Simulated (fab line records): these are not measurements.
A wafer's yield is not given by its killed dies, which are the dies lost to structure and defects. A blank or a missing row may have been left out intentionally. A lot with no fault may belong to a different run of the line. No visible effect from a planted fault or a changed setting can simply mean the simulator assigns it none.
fab line records -- flow rit_cmos
record: lots: 6, wafers: 18, last_day: 7
route steps=202 shown ACTIVE@8 FOX1@20 FOX2@23 NWELL@28 PWELL@39 M1@202
lots that met no fault: from a run of the same line without faults
start_h: start of the lot's first displayed wafer, in hours after the record's first day -- wait_h: hours elapsed since this lot's preceding step -- " the same as in the row above -- L1.1+2: several wafers, shown together as one row -- - either no value or no given start -- * or withheld: withheld -- < > ~ a bound
route shown NAME@n: names a module that has steps shown in the file, with the first one's number in the route -- usual: average and standard deviation across the fault-free wafers -- same: alike in all rows -- chamber/n: place in a boat -- sites: each site's reading -- _std_site: how widely they spread, as a standard deviation -- _edge_site: the outer-site mean with the inner-site mean subtracted -- radius_mm: how far each site lies from the wafer's centre -- mask NAME#n: copy n -- behind: the most recent tool/chamber to have shaped the wafer -- hold: why the lot went on hold/how many hours it stayed there/how the hold came to an end -- device: the transistor (n, p or np) that didn't switch -- end of line: the route-end tests of the same wafers -- a step without rows: its recipe alone -- killed: dies lost to structure and defects at the first sort, not the wafer's yield -- map: the dies of a wafer, with x for killed, . for not killed, _ for no die there
set.NAME: the setting as run; set.NAME@STEP: as run at that earlier step -- model.NAME: the simulator's own value behind a step, which no gauge read
a table for each step, a row for each wafer; lots at some steps of the route
services: when a tool's chamber went out of use (start_h, in hours from the record's first day, below 0 if earlier), for how many hours, and the reason
== steps ==
step: RIT_ACTIVE_SOFTBAKE_07
recipe: resist: NOVOLAK, temp_c: 90, time_s: 60
step: RIT_ACTIVE_EXPOSE_08
recipe: mask_id: M1, na: 0.6, source_shape: conventional, sigma_outer: 0.6, target_cd_nm: 1400, dose_mj: 225
step: RIT_ACTIVE_PEB_09
recipe: resist: NOVOLAK, temp_c: withheld, time_s: withheld
step: RIT_ACTIVE_DEVELOP_10
recipe: resist: NOVOLAK, develop_time_s: 50, dev_temp_c: 23
step: RIT_ACTIVE_CD_MEAS_11
recipe: target_cd_nm: 1400
usual: cd_nm: 1399.7/1.8
lot.wafer,tool,chamber,start_h,wait_h,cd_nm
L265.1,cd_sem-02,-,15.65,-,1401.1
L265.2,cd_sem-02,-,15.65,-,1400.7
L265.4,cd_sem-02,-,15.65,-,1401.5
L268.1,cd_sem-02,-,31.53,-,1399.8
L268.4,cd_sem-02,-,31.53,-,1401.2
L268.6,cd_sem-02,-,31.53,-,1399.9
L270.2,cd_sem-02,-,40.95,-,1397.0
L270.4,cd_sem-02,-,40.95,-,1399.5
L270.6,cd_sem-02,-,40.95,-,1400.0
L274.1,cd_sem-01,-,62.78,-,1397.6
L274.3,cd_sem-01,-,62.78,-,1400.4
L274.5,cd_sem-01,-,62.78,-,1401.1
L275.1,cd_sem-02,-,64.72,-,1400.7
L275.2,cd_sem-02,-,64.72,-,1399.9
L275.6,cd_sem-02,-,64.72,-,1400.2
L283.1,cd_sem-01,-,105.40,-,1398.3
L283.2,cd_sem-01,-,105.40,-,1400.7
L283.6,cd_sem-01,-,105.40,-,1398.3
step: RIT_ACTIVE_HARDBAKE_12
recipe: resist: NOVOLAK, temp_c: 140, time_s: 60
step: RIT_ACTIVE_ETCH_13
recipe: stop_on: SiO2, chemistry: SF6, target: Si3N4, time_s: 210, over_etch_frac: 0.4, SF6_flow_sccm: 200, pressure_mtorr: 260, rf_w: 125, target_depth_a: 2100
usual: drypump_motor_current_A: 5.4/0.45, oes_product_au: 0.816/0.017, throttle_valve_pct: 7.48/0.098
lot.wafer,tool,chamber,start_h,wait_h,drypump_motor_current_A,oes_product_au,rf_hours_counter_h,throttle_valve_pct
L265.1,rie_diel-02,1,15.92,0.1,5.9,0.795,13,7.51
L265.2,rie_diel-02,3,15.92,0.1,6.1,0.825,38,7.49
L265.4,rie_diel-02,2,15.92,0.1,6.3,0.822,80,7.32
L268.1,rie_diel-01,1,31.80,0.1,5.6,0.818,114,7.49
L268.4,rie_diel-01,0,31.80,0.1,5.2,0.842,8,7.46
L268.6,rie_diel-01,2,31.80,0.1,4.8,0.817,-,7.53
L270.2,rie_diel-01,0,41.24,0.1,5.2,0.849,8,7.46
L270.4,rie_diel-01,3,41.24,0.1,5.1,0.812,3,7.44
L270.6,rie_diel-01,2,41.24,0.1,4.9,0.821,-,7.52
L274.1,rie_diel-02,2,63.05,0.1,6.3,0.806,81,7.31
L274.3,rie_diel-02,3,63.05,0.1,6.1,0.826,39,7.51
L274.5,rie_diel-02,3,63.05,0.1,6.1,0.836,-,7.50
L275.1,rie_diel-01,2,64.99,0.1,4.8,0.814,46,7.52
L275.2,rie_diel-01,3,64.99,0.1,5.1,0.814,4,7.44
L275.6,rie_diel-01,3,64.99,0.1,5.1,0.808,-,7.46
L283.1,rie_diel-01,0,105.79,0.1,5.2,0.841,10,7.44
L283.2,rie_diel-01,1,105.79,0.1,5.6,0.811,116,7.50
L283.6,rie_diel-01,1,105.79,0.1,5.6,0.812,-,7.49
step: RIT_ACTIVE_STRIP_14
recipe: chemistry: O2, time_s: 180, resist: NOVOLAK, platen_temp_c: withheld, power_w: 500, pressure_mtorr: 4000, o2_flow_sccm: 4000
usual: drypump_motor_current_A: 5.7/0.52
lot.wafer,tool,chamber,start_h,wait_h,drypump_motor_current_A,rf_hours_counter_h
L265.1,plasma_asher-03,0,16.05,0.1,6.4,35
L265.2,plasma_asher-03,1,16.05,0.1,6.4,35
L265.4,plasma_asher-03,1,16.05,0.1,6.4,-
L268.1,plasma_asher-04,1,31.93,0.1,5.0,40
L268.4,plasma_asher-04,1,31.93,0.1,5.0,-
L268.6,plasma_asher-04,0,31.93,0.1,6.0,-
L270.2,plasma_asher-03,1,41.37,0.1,6.4,38
L270.4,plasma_asher-03,0,41.37,0.1,6.4,-
L270.6,plasma_asher-03,0,41.37,0.1,6.4,-
L274.1,plasma_asher-04,0,63.18,0.1,6.0,44
L274.3,plasma_asher-04,0,63.18,0.1,5.9,-
L274.5,plasma_asher-04,0,63.18,0.1,6.0,-
L275.1,plasma_asher-04,1,65.12,0.1,5.0,44
L275.2,plasma_asher-04,0,65.12,0.1,6.0,44
L275.6,plasma_asher-04,0,65.12,0.1,6.0,-
L283.1,plasma_asher-03,1,105.92,0.1,6.4,46
L283.2,plasma_asher-03,0,105.92,0.1,6.4,46
L283.6,plasma_asher-03,0,105.92,0.1,6.3,-
step: RIT_ACTIVE_CD_MEAS_90
recipe: target_cd_nm: 1400
usual: cd_nm: 1399.7/1.8
lot.wafer,tool,chamber,start_h,wait_h,cd_nm
L265.1,cd_sem-01,-,16.23,0.1,1401.1
L265.2,cd_sem-01,-,16.23,0.1,1400.5
L265.4,cd_sem-01,-,16.23,0.1,1401.6
L268.1,cd_sem-02,-,32.10,0.1,1399.7
L268.4,cd_sem-02,-,32.10,0.1,1400.7
L268.6,cd_sem-02,-,32.10,0.1,1400.0
L270.2,cd_sem-01,-,41.57,0.1,1397.1
L270.4,cd_sem-01,-,41.57,0.1,1399.8
L270.6,cd_sem-01,-,41.57,0.1,1399.7
L274.1,cd_sem-01,-,63.36,0.1,1397.5
L274.3,cd_sem-01,-,63.36,0.1,1400.4
L274.5,cd_sem-01,-,63.36,0.1,1401.9
L275.1,cd_sem-02,-,65.29,0.1,1400.1
L275.2,cd_sem-02,-,65.29,0.1,1399.6
L275.6,cd_sem-02,-,65.29,0.1,1399.9
L283.1,cd_sem-02,-,106.10,0.1,1398.6
L283.2,cd_sem-02,-,106.10,0.1,1400.4
L283.6,cd_sem-02,-,106.10,0.1,1397.9
step: RIT_ACTIVE_CLEAN_15
recipe: chemistry: SC1, mix: 3:3:50, time_s: 600, temp_c: 75
step: RIT_ACTIVE_CLEAN_16
recipe: chemistry: dHF, dilution: 50:1, time_s: 30
step: RIT_ACTIVE_CLEAN_17
recipe: chemistry: SC2, mix: 3:3:50, time_s: 600, temp_c: 75, dry: n2_spin
step: RIT_FOX1_OXIDATION_00
recipe: temp_c: 1100, ambient: H2O, target_thk_a: 3507, p_h2o_torr: 720, ox_time_s: 1130
usual: zone_power_centre_pct: 52/4.2, zone_power_load_pct: 47/5.2
lot.wafer,tool,chamber,start_h,wait_h,zone_power_centre_pct,zone_power_load_pct
L265.1,furnace-04,0,20.25,3.5,48,54
L265.2,furnace-04,0,20.25,3.5,47,54
L265.4,furnace-04,0,20.25,3.5,48,53
L268.1,furnace-03,0,34.52,1.9,56,41
L268.4,furnace-03,0,34.52,1.9,57,41
L268.6,furnace-03,0,34.52,1.9,56,41
L270.2,furnace-01,0,43.14,1.1,56,44
L270.4,furnace-01,0,43.14,1.1,55,45
L270.6,furnace-01,0,43.14,1.1,55,44
L274.1,furnace-04,0,67.21,3.4,48,53
L274.3,furnace-04,0,67.21,3.4,48,53
L274.5,furnace-04,0,67.21,3.4,48,53
L275.1,furnace-04,0,67.21,1.4,48,53
L275.2,furnace-04,0,67.21,1.4,48,53
L275.6,furnace-04,0,67.21,1.4,48,53
L283.1,furnace-03,0,108.12,1.5,56,42
L283.2,furnace-03,0,108.12,1.5,56,40
L283.6,furnace-03,0,108.12,1.5,57,41
step: RIT_FOX1_THK_MEAS_01
recipe: reads: SiO2_of_FOX1_OXIDATION_00
usual: FOX1_OXIDE_THK: 351/7.4
lot.wafer,tool,chamber,start_h,wait_h,FOX1_OXIDE_THK[nm]
L265.1,film_metro-04,-,21.56,0.0,365
L265.2,film_metro-04,-,21.56,0.0,361
L265.4,film_metro-04,-,21.56,0.0,358
L268.1,film_metro-03,-,35.83,0.0,356
L268.4,film_metro-03,-,35.83,0.0,362
L268.6,film_metro-03,-,35.83,0.0,348
L270.2,film_metro-01,-,44.46,0.0,357
L270.4,film_metro-01,-,44.46,0.0,362
L270.6,film_metro-01,-,44.46,0.0,353
L274.1,film_metro-03,-,68.52,0.0,344
L274.3,film_metro-03,-,68.52,0.0,340
L274.5,film_metro-03,-,68.52,0.0,343
L275.1,film_metro-01,-,68.52,0.0,339
L275.2,film_metro-01,-,68.52,0.0,347
L275.6,film_metro-01,-,68.52,0.0,351
L283.1,film_metro-01,-,109.44,0.0,336
L283.2,film_metro-01,-,109.44,0.0,345
L283.6,film_metro-01,-,109.44,0.0,338
step: RIT_FOX1_WET_ETCH_02
recipe: chemistry: BOE, target_depth_nm: 350, time_s: 390, temp_c: 21.5, dry: n2_spin, dilution: 10:1, target: SiO2
step: RIT_FOX2_OXIDATION_00
recipe: temp_c: 1100, ambient: H2O, target_thk_a: 3507, p_h2o_torr: 720, ox_time_s: 1130
step: RIT_FOX2_THK_MEAS_01
recipe: reads: SiO2_of_FOX2_OXIDATION_00
usual: FOX2_OXIDE_THK: 349/6
lot.wafer,tool,chamber,start_h,wait_h,FOX2_OXIDE_THK[nm]
L265.1,film_metro-04,-,24.81,0.0,351
L265.2,film_metro-04,-,24.81,0.0,343
L265.4,film_metro-04,-,24.81,0.0,350
L268.1,film_metro-02,-,39.08,0.0,352
L268.4,film_metro-02,-,39.08,0.0,349
L268.6,film_metro-02,-,39.08,0.0,342
L270.2,film_metro-02,-,47.00,0.0,339
L270.4,film_metro-02,-,47.00,0.0,355
L270.6,film_metro-02,-,47.00,0.0,346
L274.1,film_metro-03,-,71.53,0.0,355
L274.3,film_metro-03,-,71.53,0.0,350
L274.5,film_metro-03,-,71.53,0.0,353
L275.1,film_metro-04,-,71.53,0.0,354
L275.2,film_metro-04,-,71.53,0.0,352
L275.6,film_metro-04,-,71.53,0.0,359
L283.1,film_metro-03,-,114.47,0.0,353
L283.2,film_metro-03,-,114.47,0.0,352
L283.6,film_metro-03,-,114.47,0.0,352
step: RIT_FOX2_CLEAN_02
recipe: chemistry: dHF, dilution: 50:1, time_s: 180
step: RIT_FOX2_WET_ETCH_03
recipe: chemistry: H3PO4, target: Si3N4, target_depth_nm: 195, temp_c: 165, time_s: 2700
step: RIT_FOX2_THK_MEAS_90
recipe: reads: SiO2_of_FOX2_OXIDATION_00
usual: FIELD_OXIDE_LEFT_1_THK: 322/6.1
lot.wafer,tool,chamber,start_h,wait_h,FIELD_OXIDE_LEFT_1_THK[nm]
L265.1,film_metro-02,-,25.75,0.0,323
L265.2,film_metro-02,-,25.75,0.0,315
L265.4,film_metro-02,-,25.75,0.0,322
L268.1,film_metro-03,-,39.96,0.0,324
L268.4,film_metro-03,-,39.96,0.0,322
L268.6,film_metro-03,-,39.96,0.0,315
L270.2,film_metro-03,-,47.87,0.0,312
L270.4,film_metro-03,-,47.87,0.0,327
L270.6,film_metro-03,-,47.87,0.0,318
L274.1,film_metro-03,-,72.40,0.0,327
L274.3,film_metro-03,-,72.40,0.0,322
L274.5,film_metro-03,-,72.40,0.0,326
L275.1,film_metro-04,-,72.40,0.0,326
L275.2,film_metro-04,-,72.40,0.0,325
L275.6,film_metro-04,-,72.40,0.0,331
L283.1,film_metro-03,-,115.35,0.0,326
L283.2,film_metro-03,-,115.35,0.0,324
L283.6,film_metro-03,-,115.35,0.0,325
step: RIT_NWELL_HMDS_00
recipe: prime_time_s: 60, prime_temp_c: 140
step: RIT_NWELL_COAT_01
recipe: resist: NOVOLAK, spin_rpm: 2000, resist_thk_nm: 1300
step: RIT_NWELL_SOFTBAKE_02
recipe: resist: NOVOLAK, temp_c: 90, time_s: 60
step: RIT_NWELL_EXPOSE_03
recipe: mask_id: M2, na: 0.57, target_cd_nm: 43900, dose_mj: 250
step: RIT_NWELL_PEB_04
recipe: resist: NOVOLAK, temp_c: withheld, time_s: withheld
step: RIT_NWELL_DEVELOP_05
recipe: resist: NOVOLAK, develop_time_s: 68, dev_temp_c: 23
step: RIT_NWELL_OVL_MEAS_06
usual: NWELL_OVL: -1.0/1.5
lot.wafer,tool,chamber,start_h,wait_h,NWELL_OVL[nm]
L265.1,overlay-01,-,27.03,-,-3.4
L265.2,overlay-01,-,27.03,-,-3.4
L265.4,overlay-01,-,27.03,-,-1.8
L268.1,overlay-02,-,41.34,-,-0.6
L268.4,overlay-02,-,41.34,-,-3.4
L268.6,overlay-02,-,41.34,-,-1.4
L270.2,overlay-02,-,49.07,-,-1.0
L270.4,overlay-02,-,49.07,-,2.4
L270.6,overlay-02,-,49.07,-,-0.2
L274.1,overlay-02,-,73.59,-,0.8
L274.3,overlay-02,-,73.59,-,-0.3
L274.5,overlay-02,-,73.59,-,-0.4
L275.1,overlay-01,-,74.15,-,-1.2
L275.2,overlay-01,-,74.15,-,-3.3
L275.6,overlay-01,-,74.15,-,-2.7
L283.1,overlay-02,-,116.29,-,2.1
L283.2,overlay-02,-,116.29,-,1.9
L283.6,overlay-02,-,116.29,-,0.4
step: RIT_NWELL_HARDBAKE_07
recipe: resist: NOVOLAK, temp_c: 140, time_s: 120
step: RIT_NWELL_IMPLANT_08
recipe: species: P, energy_kev: 170, dose_cm2: 5e+13, tilt_deg: 7
step: RIT_NWELL_STRIP_09
recipe: chemistry: O2, time_s: 180, resist: NOVOLAK, platen_temp_c: withheld, power_w: 500, pressure_mtorr: 4000, o2_flow_sccm: 4000
usual: drypump_motor_current_A: 5.6/0.39
lot.wafer,tool,chamber,start_h,wait_h,drypump_motor_current_A,rf_hours_counter_h
L265.1,plasma_asher-01,0,27.82,0.1,5.4,21
L265.2,plasma_asher-01,1,27.82,0.1,5.6,21
L265.4,plasma_asher-01,0,27.82,0.1,5.4,-
L268.1,plasma_asher-02,0,41.78,0.1,6.1,36
L268.4,plasma_asher-02,1,41.78,0.1,5.3,-
L268.6,plasma_asher-02,0,41.78,0.1,6.1,-
L270.2,plasma_asher-01,0,49.58,0.1,5.4,24
L270.4,plasma_asher-01,1,49.58,0.1,5.6,-
L270.6,plasma_asher-01,0,49.58,0.1,5.4,-
L274.1,plasma_asher-01,1,74.23,0.1,5.6,26
L274.3,plasma_asher-01,1,74.23,0.1,5.6,-
L274.5,plasma_asher-01,0,74.23,0.1,5.4,-
L275.1,plasma_asher-04,0,74.58,0.1,5.9,45
L275.2,plasma_asher-04,1,74.58,0.1,5.0,45
L275.6,plasma_asher-04,1,74.58,0.1,5.0,-
L283.1,plasma_asher-01,0,116.73,0.1,5.4,31
L283.2,plasma_asher-01,1,116.73,0.1,5.6,31
L283.6,plasma_asher-01,0,116.73,0.1,5.4,-
step: RIT_NWELL_TW_MEAS_10
usual: NWELL_TW: 2150/9.9
lot.wafer,tool,chamber,start_h,wait_h,NWELL_TW
L265.1,film_metro-03,-,27.99,0.1,2144
L265.2,film_metro-03,-,27.99,0.1,2146
L265.4,film_metro-03,-,27.99,0.1,2144
L268.1,film_metro-03,-,41.95,0.1,2156
L268.4,film_metro-03,-,41.95,0.1,2151
L268.6,film_metro-03,-,41.95,0.1,2152
L270.2,film_metro-01,-,49.76,0.1,2148
L270.4,film_metro-01,-,49.76,0.1,2150
L270.6,film_metro-01,-,49.76,0.1,2152
L274.1,film_metro-02,-,74.41,0.1,2145
L274.3,film_metro-02,-,74.41,0.1,2148
L274.5,film_metro-02,-,74.41,0.1,2141
L275.1,film_metro-01,-,74.76,0.1,2170
L275.2,film_metro-01,-,74.76,0.1,2171
L275.6,film_metro-01,-,74.76,0.1,2162
L283.1,film_metro-01,-,116.90,0.1,2163
L283.2,film_metro-01,-,116.90,0.1,2159
L283.6,film_metro-01,-,116.90,0.1,2151
step: RIT_PWELL_HMDS_00
recipe: prime_time_s: 60, prime_temp_c: 140
step: RIT_PWELL_COAT_01
recipe: resist: NOVOLAK, spin_rpm: 2000, resist_thk_nm: 1300
step: RIT_PWELL_SOFTBAKE_02
recipe: resist: NOVOLAK, temp_c: 90, time_s: 60
step: RIT_PWELL_EXPOSE_03
recipe: mask_id: M3, na: 0.57, target_cd_nm: 43700, dose_mj: 250
step: RIT_PWELL_PEB_04
recipe: resist: NOVOLAK, temp_c: withheld, time_s: withheld
step: RIT_PWELL_DEVELOP_05
recipe: resist: NOVOLAK, develop_time_s: 68, dev_temp_c: 23
step: RIT_PWELL_OVL_MEAS_06
usual: PWELL_OVL: 0.5/1.3
lot.wafer,tool,chamber,start_h,wait_h,PWELL_OVL[nm]
L265.1,overlay-02,-,28.93,-,-0.5
L265.2,overlay-02,-,28.93,-,-1.4
L265.4,overlay-02,-,28.93,-,-1.1
L268.1,overlay-01,-,43.18,-,0.9
L268.4,overlay-01,-,43.18,-,-0.4
L268.6,overlay-01,-,43.18,-,3.0
L270.2,overlay-02,-,50.86,-,3.6
L270.4,overlay-02,-,50.86,-,0.2
L270.6,overlay-02,-,50.86,-,1.6
L274.1,overlay-02,-,75.59,-,-0.1
L274.3,overlay-02,-,75.59,-,-2.3
L274.5,overlay-02,-,75.59,-,1.1
L275.1,overlay-02,-,75.83,-,-0.3
L275.2,overlay-02,-,75.83,-,0.0
L275.6,overlay-02,-,75.83,-,0.0
L283.1,overlay-01,-,118.02,-,0.8
L283.2,overlay-01,-,118.02,-,2.9
L283.6,overlay-01,-,118.02,-,0.8
step: RIT_PWELL_HARDBAKE_07
recipe: resist: NOVOLAK, temp_c: 140, time_s: 120
step: RIT_PWELL_IMPLANT_08
recipe: species: B, energy_kev: 170, dose_cm2: 7e+13, tilt_deg: 7
step: RIT_PWELL_STRIP_09
recipe: chemistry: O2, time_s: 180, resist: NOVOLAK, platen_temp_c: withheld, power_w: 500, pressure_mtorr: 4000, o2_flow_sccm: 4000
usual: drypump_motor_current_A: 6.0/0.46
lot.wafer,tool,chamber,start_h,wait_h,drypump_motor_current_A,rf_hours_counter_h
L265.1,plasma_asher-03,0,29.37,0.1,6.4,37
L265.2,plasma_asher-03,1,29.37,0.1,6.4,37
L265.4,plasma_asher-03,0,29.37,0.1,6.4,-
L268.1,plasma_asher-01,1,43.62,0.1,5.6,23
L268.4,plasma_asher-01,0,43.62,0.1,5.4,-
L268.6,plasma_asher-01,0,43.62,0.1,5.4,-
L270.2,plasma_asher-03,1,51.29,0.1,6.4,40
L270.4,plasma_asher-03,1,51.29,0.1,6.3,-
L270.6,plasma_asher-03,1,51.29,0.1,6.4,-
L274.1,plasma_asher-03,1,76.23,0.1,6.3,43
L274.3,plasma_asher-03,0,76.23,0.1,6.4,-
L274.5,plasma_asher-03,0,76.23,0.1,6.4,-
L275.1,plasma_asher-01,1,76.29,0.1,5.6,27
L275.2,plasma_asher-01,0,76.29,0.1,5.4,27
L275.6,plasma_asher-01,1,76.29,0.1,5.5,-
L283.1,plasma_asher-03,1,118.46,0.1,6.4,48
L283.2,plasma_asher-03,0,118.46,0.1,6.4,48
L283.6,plasma_asher-03,1,118.46,0.1,6.4,-
step: RIT_PWELL_TW_MEAS_10
usual: PWELL_TW: 956/4.7
lot.wafer,tool,chamber,start_h,wait_h,PWELL_TW
L265.1,film_metro-02,-,29.55,0.1,962
L265.2,film_metro-02,-,29.55,0.1,962
L265.4,film_metro-02,-,29.55,0.1,959
L268.1,film_metro-01,-,43.79,0.1,952
L268.4,film_metro-01,-,43.79,0.1,959
L268.6,film_metro-01,-,43.79,0.1,958
L270.2,film_metro-03,-,51.47,0.1,956
L270.4,film_metro-03,-,51.47,0.1,953
L270.6,film_metro-03,-,51.47,0.1,951
L274.1,film_metro-01,-,76.41,0.1,965
L274.3,film_metro-01,-,76.41,0.1,961
L274.5,film_metro-01,-,76.41,0.1,960
L275.1,film_metro-03,-,76.47,0.1,947
L275.2,film_metro-03,-,76.47,0.1,954
L275.6,film_metro-03,-,76.47,0.1,946
L283.1,film_metro-02,-,118.63,0.1,961
L283.2,film_metro-02,-,118.63,0.1,955
L283.6,film_metro-02,-,118.63,0.1,959
step: RIT_M1_PROBE_99
usual: killed_at_M0_to_M3: 0.0/0.14, killed_at_contacts: 0.1/0.27, killed_at_front_end: 6.5/2.8, killed_dies: 6.6/2.8, killed_on_rim: 1.7/1.3, killed_open: 3.5/2, killed_short: 3.2/1.8
same: gross_dies: 264, killed_at_M4_up: 0, killed_at_back_side: 0, killed_at_other: 0
lot.wafer,tool,chamber,start_h,wait_h,killed_at_M0_to_M3,killed_at_contacts,killed_at_front_end,killed_dies,killed_on_rim,killed_open,killed_short
L265.1,prober-01,-,69.51,0.1,0,1,7,8,3,3,5
L265.2,prober-01,-,69.56,0.1,0,0,10,10,3,6,4
L265.4,prober-01,-,69.66,0.2,0,0,7,7,0,5,2
L268.1,prober-02,-,84.71,0.1,0,0,11,11,1,3,8
L268.4,prober-02,-,84.86,0.2,0,0,8,8,1,2,6
L268.6,prober-02,-,84.96,0.2,0,0,8,8,2,2,6
L270.2,prober-01,-,92.75,0.1,0,0,5,5,0,2,3
L270.4,prober-01,-,92.85,0.2,0,0,8,8,3,7,1
L270.6,prober-01,-,92.95,0.2,0,0,7,7,3,5,2
L274.1,prober-01,-,113.46,0.1,0,0,65,65,21,0,5
L274.3,prober-01,-,113.56,0.2,0,0,60,60,13,2,2
L274.5,prober-01,-,113.66,0.2,0,0,65,65,15,4,2
L275.1,prober-02,-,114.96,0.1,0,0,56,56,14,4,0
L275.2,prober-02,-,115.01,0.1,0,0,63,63,17,2,3
L275.6,prober-02,-,115.21,0.2,0,0,56,56,14,3,3
L283.1,prober-01,-,158.96,0.1,1,0,5,6,0,2,4
L283.2,prober-01,-,159.01,0.1,0,0,6,6,3,4,2
L283.6,prober-01,-,159.21,0.2,0,0,6,6,1,2,4
killed by level:class
L265.1 GATE:geometric_particle:short=3 GATE:geometric_particle:open=2 FOX1:geometric_particle:open=1 REOX:geometric_particle:short=1 CONTACT:geometric_particle:short=1
L265.2 GATE:geometric_particle:open=4 GATE:geometric_particle:short=2 REOX:geometric_particle:open=2 REOX:geometric_particle:short=1 SPACER:geometric_particle:short=1
L265.4 FOX1:geometric_particle:open=3 GATE:geometric_particle:open=2 SPACER:geometric_particle:short=1 SILICIDE:geometric_particle:short=1
L268.1 SPACER:geometric_particle:short=3 GATE:geometric_particle:short=2 REOX:geometric_particle:open=2 FOX1:geometric_particle:short=1 FOX2:geometric_particle:short=1 REOX:geometric_particle:short=1 SPACER:geometric_particle:open=1
L268.4 SPACER:geometric_particle:short=3 FOX1:geometric_particle:short=1 FOX1:geometric_particle:open=1 REOX:geometric_particle:short=1 SPACER:geometric_particle:open=1 SILICIDE:geometric_particle:short=1
L268.6 FOX1:geometric_particle:short=2 SILICIDE:geometric_particle:short=2 GATE:geometric_particle:short=1 REOX:geometric_particle:short=1 SPACER:geometric_particle:open=1 SILICIDE:geometric_particle:open=1
L270.2 REOX:geometric_particle:open=2 FOX1:geometric_particle:short=1 GATE:geometric_particle:short=1 SILICIDE:geometric_particle:short=1
L270.4 GATE:geometric_particle:open=3 SPACER:geometric_particle:open=2 FOX1:geometric_particle:open=1 FOX2:geometric_particle:open=1 SPACER:geometric_particle:short=1
L270.6 GATE:geometric_particle:open=2 ACTIVE:geometric_particle:open=1 FOX1:geometric_particle:open=1 GATE:geometric_particle:short=1 REOX:geometric_particle:open=1 SILICIDE:geometric_particle:short=1
L274.1 FOX1:unspecified=60 GATE:geometric_particle:short=4 SILICIDE:geometric_particle:short=1
L274.3 FOX1:unspecified=56 GATE:geometric_particle:open=2 GATE:geometric_particle:short=1 REOX:geometric_particle:short=1
L274.5 FOX1:unspecified=59 GATE:geometric_particle:open=4 GATE:geometric_particle:short=2
L275.1 FOX1:unspecified=52 FOX1:geometric_particle:open=2 SILICIDE:geometric_particle:open=2
L275.2 FOX1:unspecified=58 GATE:geometric_particle:open=1 GATE:geometric_particle:short=1 REOX:geometric_particle:open=1 REOX:geometric_particle:short=1 SPACER:geometric_particle:short=1
L275.6 FOX1:unspecified=50 FOX1:geometric_particle:open=2 GATE:geometric_particle:short=1 REOX:geometric_particle:short=1 SPACER:geometric_particle:short=1 SPACER:geometric_particle:open=1
L283.1 GATE:geometric_particle:short=2 GATE:geometric_particle:open=1 REOX:geometric_particle:short=1 REOX:geometric_particle:open=1 M1:geometric_particle:short=1
L283.2 SPACER:geometric_particle:open=3 SILICIDE:geometric_particle:short=2 FOX1:geometric_particle:open=1
L283.6 GATE:geometric_particle:open=2 REOX:geometric_particle:short=2 SILICIDE:geometric_particle:short=2
map L274.1 (x killed, . not)
________......._______
_____.x.x..xx.x.xx____
____..x.x...xx.x...___
___..........xx.....__
__......x.x......xx.._
__.....x.........x..._
_x......x.xx..x.......
_x......x.x.....x....x
_x.x.......x..x......x
_x...x....xx..x.....x.
__xx.x..x........x..._
__....x..x....x..x..._
___x.....xxxxx...x.x__
____x......x.......___
_____.x.......x...____
________..x.xx._______
map L275.2 (x killed, . not)
________...x..._______
_____x.x........x.____
____......x.xx....x___
___.................__
__....x.x....x...xx.._
__....x..x..x........_
_x.............x.x....
_x...x.xx....x.....xx.
_....x....x..xx.xx....
_xx.x...xxxxx..x...x.x
__....x......xx......_
__..x.x..x......x..x._
___..x.x........x...__
____x....x.....x...___
_____........xx...____
________xxx..x._______
== services ==
tool,chamber,start_h,hours,kind
furnace-03,-,1.71,3.1,pm
furnace-01,-,14.34,4.0,pm
rie_diel-01,-,17.81,1.2,repair
plasma_asher-03,-,19.74,2.1,repair
furnace-01,-,25.38,3.6,pm
plasma_asher-01,-,34.36,1.2,repair
furnace-01,-,105.04,13.4,pm
plasma_asher-02,-,105.30,1.3,repair
plasma_asher-04,-,108.75,9.0,pm
plasma_asher-04,0,108.75,9.0,vent_cycle
plasma_asher-04,1,108.75,9.0,vent_cycle
plasma_asher-04,0,117.75,-,clean
plasma_asher-04,1,117.75,-,clean
== key ==
first_sign: step: RIT_M1_PROBE_99, reading: killed_dies, direction: up, sigmas: 20, usual: 6.6, struck: 60.8
effect: step: RIT_M1_PROBE_99, reading: killed_at_front_end, direction: up, sigmas: 19, usual: 6.5, struck: 60.8
met_at RIT_FOX1_OXIDATION_00
struck_wafers L274.1,L274.3,L274.5,L275.1,L275.2,L275.6
tester_left_out L274,L275
onset_between 20.25 67.21
also_fits RIT_ACTIVE_STRIP_14:plasma_asher-04
fault: kind: chamber_particle_source, tool: furnace-04, chamber: -, onset_h: 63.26, steps: RIT_FOX1_OXIDATION_00, rate_per_visit_cm2: 0.443, end_h: 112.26
tester_left_out: of these lots the tester's yield and bins aren't shown, on N5 and GAA mostly nor the transistor test; their killed dies are dies lost to structure and defects alone, not to doping, threshold or leakage, so they don't give the yield
